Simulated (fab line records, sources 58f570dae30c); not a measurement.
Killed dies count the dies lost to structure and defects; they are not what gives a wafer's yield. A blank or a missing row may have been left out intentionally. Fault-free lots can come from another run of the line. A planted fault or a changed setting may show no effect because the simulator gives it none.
A lot that was struck, set against a sound lot ; flow berkeley-cmos170 ; 22 steps out of a route of 331
Sound: wafers L942.2, L942.3, L942.6. The struck wafers were L948.3, L948.4, L948.6. Last of all comes the cause.
At each step with rows: each side's tool, then ch and its chambers, then its first start. Under that, the readings that differ: sound wafers ; struck wafers ; difference of the means ; sigmas: that difference in standard deviations of wafers without a fault.
alike: words and numbers the same on both sides, and readings whose means are apart by under 2 such deviations; not compared: readings that were withheld, readings missing a value for some wafer, numbers with overlapping values and no deviation given by the record, and bounds like >300 which may hide the same value.
A row with sigmas, a row that says differs or no value, or rows on one side alone: a step with any of these is where the two part. When numbers do not overlap yet have no deviation, they are printed without sigmas and do not part them. A reading missing from all wafers of one side parts the sides only when that side holds two or more wafers.

first, 1 step without rows for these wafers: UCB170_ZERO_DEVELOP_05 (develop time 45 s).
UCB170_ZERO_ETCH_06: etches SiO2 in CHF3/CF4/Ar, time 12 s.
  sound on rie-diel-01 ch 0,3, day 2 15:54; struck on rie-diel-01 ch 1,2,3, day 4 01:16
  alike: chamber-pressure-mTorr, drypump-motor-current-A, oes-product-au, throttle-valve-pct
  not compared: rf-hours-counter-h
UCB170_ZERO_STRIP_07: strips in O2.
  sound on plasma-asher-03 ch 0,1, day 2 15:56; struck on plasma-asher-04 ch 0,1, day 4 01:20
  alike: chamber-pressure-mTorr, drypump-motor-current-A, oes-product-au, strip-time-to-endpoint-s
  not compared: rf-hours-counter-h
then, 2 steps without rows for these wafers: UCB170_NWELL_WET_ETCH_00 (etches SiO2 in dHF, time 200 s); UCB170_NWELL_OXIDATION_01 (target thk 26.4 nm, ox time 1260 s).
UCB170_NWELL_THK_MEAS_02:
  sound on film-metro-01, day 2 20:10; struck on film-metro-04, day 4 06:26
  alike: NWELL_OXIDE_THK
then, 2 steps without rows for these wafers: UCB170_NWELL_ANNEAL_03 (time 900 s); UCB170_NWELL_CVD_04 (deposits Si3N4 from SiH2Cl2/NH3, target thk 224 nm, time 3360 s).
UCB170_NWELL_THK_MEAS_05:
  sound on film-metro-01, day 3 03:43; struck on film-metro-01, day 4 15:30
  alike: NWELL_NITRIDE_THK
then, 3 steps without rows for these wafers: UCB170_NWELL_HMDS_06 (prime time 60 s); UCB170_NWELL_COAT_07 (resist thk 900 nm); UCB170_NWELL_SOFTBAKE_08 (time 60 s).
UCB170_NWELL_EXPOSE_09: exposes mask NWELL, target cd 3000 nm.
  sound on krf-scanner-02 ch 0, day 3 04:44; struck on krf-scanner-02 ch 0, day 4 16:22
reading;sound;struck;difference;sigmas
mask;NWELL#0 NWELL#0 NWELL#0;PWELL#0 PWELL#0 PWELL#0;differs;
then, 2 steps without rows for these wafers: UCB170_NWELL_PEB_10; UCB170_NWELL_DEVELOP_11 (develop time 45 s).
UCB170_NWELL_OVL_MEAS_12:
  sound on overlay-01, day 3 05:43; struck on overlay-02, day 4 17:58
reading;sound;struck;difference;sigmas
NWELL_OVL (nm);-5 -2 2;- - -;no value on the struck wafers;
UCB170_NWELL_ETCH_13: etches Si3N4 in CH3F/Ar/O2, stops on SiO2, target depth 246.4 nm, time 154 s.
  sound on rie-diel-02 ch 0,1,2, day 3 05:44; struck on rie-diel-04 ch 0,1,2, day 4 17:59
  alike: chamber-pressure-mTorr, drypump-motor-current-A, oes-product-au, throttle-valve-pct
  not compared: rf-hours-counter-h
then, 1 step without rows for these wafers: UCB170_NWELL_IMPLANT_14.
UCB170_NWELL_STRIP_15: strips in O2.
  sound on plasma-asher-03 ch 0,1, day 3 05:59; struck on plasma-asher-03 ch 0,1, day 4 18:16
  alike: chamber-pressure-mTorr, drypump-motor-current-A, oes-product-au, strip-time-to-endpoint-s
  not compared: rf-hours-counter-h
UCB170_NWELL_TW_MEAS_16:
  sound on film-metro-02, day 3 06:06; struck on film-metro-04, day 4 18:21
reading;sound;struck;difference;sigmas
NWELL_TW;1248 1250 1249;31 30 31;-1218;-99 or more
then, 1 step without rows for these wafers: UCB170_NWELL_CLEAN_17 (cleans in SPM, time 600 s).
UCB170_M3_PROBE_99:
  the record holds rows for the sound wafers here (prober-02, day 9 19:20) but none for the struck ones

== WHERE THEY PART ==
Earliest at UCB170_NWELL_EXPOSE_09; latest, in this record, at UCB170_M3_PROBE_99.

WHY: whatever the simulator had introduced
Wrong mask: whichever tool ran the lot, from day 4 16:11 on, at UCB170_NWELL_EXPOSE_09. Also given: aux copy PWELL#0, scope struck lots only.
